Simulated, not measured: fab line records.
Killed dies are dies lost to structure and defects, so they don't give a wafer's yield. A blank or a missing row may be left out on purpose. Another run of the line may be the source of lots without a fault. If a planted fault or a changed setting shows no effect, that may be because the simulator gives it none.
The tool behind it: which one? | flow rit_cmos | Sampling: 13 lots, 39 wafers, 5 of 202 route steps

## WHAT THE GAUGES SHOWED, per wafer
RIT_ACTIVE_CD_MEAS_11: target cd 1400 nm. Usual: cd_nm reads 1399.4 nm (standard deviation 2.3).
lot  | measured    | on        | cd_nm (nm)           | flag
L477 | day 1 17:01 | cd_sem-02 | 1396.1 1397.1 1398.0 |
L479 | day 2 00:29 | cd_sem-01 | 1400.9 1401.5 1401.7 |
L480 | day 2 05:30 | cd_sem-01 | 1401.6 1404.5 1404.2 |
L481 | day 2 11:26 | cd_sem-01 | 1402.5 1402.3 1402.6 |
L482 | day 2 15:37 | cd_sem-01 | 1400.4 1399.6 1400.5 |
L483 | day 2 21:16 | cd_sem-02 | 1402.4 1403.5 1401.5 |
L487 | day 3 17:37 | cd_sem-01 | 1397.5 1396.4 1395.7 |
L491 | day 4 13:40 | cd_sem-02 | 1405.2 1401.6 1402.0 |
L493 | day 5 02:04 | cd_sem-02 | 1396.2 1397.1 1399.0 |
L494 | day 5 06:08 | cd_sem-02 | 1282.2 1282.0 1280.1 | OFF
L495 | day 5 08:35 | cd_sem-02 | 1400.1 1397.6 1398.5 |
L499 | day 6 08:13 | cd_sem-02 | 1397.6 1396.6 1396.8 |
L500 | day 6 15:32 | cd_sem-02 | 1396.8 1398.0 1398.9 |

RIT_NWELL_TW_MEAS_10. Usual: NWELL_TW gives 2136 (standard deviation 34).
lot  | measured    | on            | NWELL_TW       | flag
L477 | day 1 23:26 | film_metro-02 | 2148 2155 2145 |
L479 | day 2 09:47 | film_metro-02 | 2129 2129 2154 |
L480 | day 2 13:57 | film_metro-02 | 2137 2138 2140 |
L481 | day 2 17:47 | film_metro-02 | 2150 2137 2133 |
L482 | day 3 01:31 | film_metro-04 | 2082 2087 2082 |
L483 | day 3 04:55 | film_metro-02 | 2171 2159 2170 |
L487 | day 4 02:36 | film_metro-03 | 2185 2160 2174 |
L491 | day 5 03:17 | film_metro-02 | 2170 2141 2159 |
L493 | day 5 08:23 | film_metro-02 | 2166 2170 2161 |
L494 | day 5 14:58 | film_metro-04 | 2109 2106 2094 |
L495 | day 5 20:28 | film_metro-04 | 2094 2090 2098 |
L499 | day 7 04:26 | film_metro-03 | 2165 2155 2163 |
L500 | day 7 04:56 | film_metro-03 | 2174 2171 2172 |

RIT_PRETRO_OVL_MEAS_06. Usual: PRETRO_OVL gives 1.6 nm (standard deviation 1.3).
lot  | measured    | on         | PRETRO_OVL (nm) | flag
L477 | day 2 08:53 | overlay-02 | 0.6 3.0 0.2     |
L479 | day 2 19:32 | overlay-01 | 1.9 2.0 2.7     |
L480 | day 3 00:32 | overlay-01 | 4.3 4.3 4.8     |
L481 | day 3 06:07 | overlay-01 | 1.8 1.5 1.0     |
L482 | day 3 11:08 | overlay-01 | 1.6 2.0 0.9     |
L483 | day 3 15:10 | overlay-01 | 2.3 3.6 1.3     |
L487 | day 4 12:55 | overlay-01 | 1.4 0.1 1.0     |
L491 | day 5 13:57 | overlay-02 | 0.8 0.7 0.9     |
L493 | day 5 20:21 | overlay-02 | -0.5 1.5 0.5    |
L494 | day 6 05:32 | overlay-02 | 2.2 3.6 2.3     |
L495 | day 6 06:41 | overlay-02 | -1.4 1.0 1.9    |
L499 | day 7 17:15 | overlay-01 | 2.4 4.7 2.2     |
L500 | day 7 17:11 | overlay-02 | 0.9 -0.7 1.5    |

RIT_PSD_OVL_MEAS_06. Usual: PSD_OVL gives 1.0 nm (standard deviation 1.3).
lot  | measured    | on         | PSD_OVL (nm)   | flag
L477 | day 3 02:16 | overlay-02 | 0.4 2.8 -1.9   |
L479 | day 3 16:45 | overlay-01 | 0.9 1.8 2.0    |
L480 | day 3 22:51 | overlay-02 | -0.9 0.1 -0.2  |
L481 | day 4 05:01 | overlay-01 | 0.9 0.7 0.8    |
L482 | day 4 08:02 | overlay-02 | 2.7 1.6 3.7    |
L483 | day 4 12:40 | overlay-02 | -0.1 1.8 -1.5  |
L487 | day 5 12:54 | overlay-02 | 1.4 0.5 0.7    |
L491 | day 6 15:41 | overlay-02 | 3.1 3.1 3.3    |
L493 | day 6 23:37 | overlay-02 | 3.3 1.5 1.0    |
L494 | day 7 13:08 | overlay-01 | 1.8 1.2 1.9    |
L495 | day 7 12:41 | overlay-02 | 3.5 1.3 1.4    |
L499 | day 8 16:20 | overlay-01 | -1.1 -1.4 -0.6 |
L500 | day 8 18:05 | overlay-02 | 3.5 2.4 1.8    |

## EACH LOT AND THE TOOL THAT RAN IT (in order: tool; ch and the chambers of the sampled wafers; start)
lot  | RIT_ACTIVE_EXPOSE_08
L477 | iline_stepper-01 ch 0, day 1 16:37
L479 | iline_stepper-01 ch 0, day 2 00:05
L480 | iline_stepper-01 ch 0, day 2 05:06
L481 | iline_stepper-01 ch 0, day 2 11:02
L482 | iline_stepper-02 ch 0, day 2 15:13
L483 | iline_stepper-02 ch 0, day 2 20:52
L487 | iline_stepper-02 ch 0, day 3 17:13
L491 | iline_stepper-02 ch 0, day 4 13:16
L493 | iline_stepper-01 ch 0, day 5 01:40
L494 | iline_stepper-02 ch 0, day 5 05:44
L495 | iline_stepper-01 ch 0, day 5 08:11
L499 | iline_stepper-01 ch 0, day 6 07:49
L500 | iline_stepper-02 ch 0, day 6 14:59
- RIT_ACTIVE_EXPOSE_08: exposes mask M1, target cd 1400 nm.

## AS READ BY THE TOOLS THEMSELVES (means over the sampled wafers that have a number; for cases with no such wafer, the mark the record gives instead)
RIT_ACTIVE_EXPOSE_08. Usual: focus_offset_nm -0.1 nm, standard deviation 0.52; stage_vel_mm_s 499.96 mm/s, standard deviation 0.25.
lot  | tool             | focus_offset_nm (nm) | stage_vel_mm_s (mm/s) | flag
L477 | iline_stepper-01 | 0.2                  | 500.37                |
L479 | iline_stepper-01 | -0.4                 | 499.93                |
L480 | iline_stepper-01 | -0.3                 | 499.86                |
L481 | iline_stepper-01 | -0.2                 | 500.36                |
L482 | iline_stepper-02 | -0.5                 | 500.22                |
L483 | iline_stepper-02 | 0.1                  | 500.15                |
L487 | iline_stepper-02 | -0.0                 | 499.93                |
L491 | iline_stepper-02 | 0.3                  | 499.85                |
L493 | iline_stepper-01 | -0.2                 | 500.05                |
L494 | iline_stepper-02 | -0.5                 | 499.87                |
L495 | iline_stepper-01 | -0.3                 | 500.08                |
L499 | iline_stepper-01 | -0.1                 | 500.08                |
L500 | iline_stepper-02 | 0.3                  | 499.97                |

## THE ANSWER, worked out from the rows above alone
Rule: a lot is off if the mean of its wafers that have a number lies more than 3 standard deviations from the usual mean. A lot without any number at a reading at which 4 lots or more have one is off too. All remaining lots with rows at the step are treated as sound. First the gauges in route order, then the tools' own readings, where a lot's mean is used as printed above. The first step at which some lot is off is used, and at that step the reading that is off furthest; a lot without a number counts as furthest.
Off, at RIT_ACTIVE_CD_MEAS_11 on cd_nm: L494.
If a tool, at a process step before that reading, ran all the lots that are off and no sound lot after the first of them, it fits. Those tools and the gauges at RIT_ACTIVE_CD_MEAS_11 are tried in the same way. Not one of the candidates tried fits.

## WHAT THE SIMULATOR HAD INSERTED
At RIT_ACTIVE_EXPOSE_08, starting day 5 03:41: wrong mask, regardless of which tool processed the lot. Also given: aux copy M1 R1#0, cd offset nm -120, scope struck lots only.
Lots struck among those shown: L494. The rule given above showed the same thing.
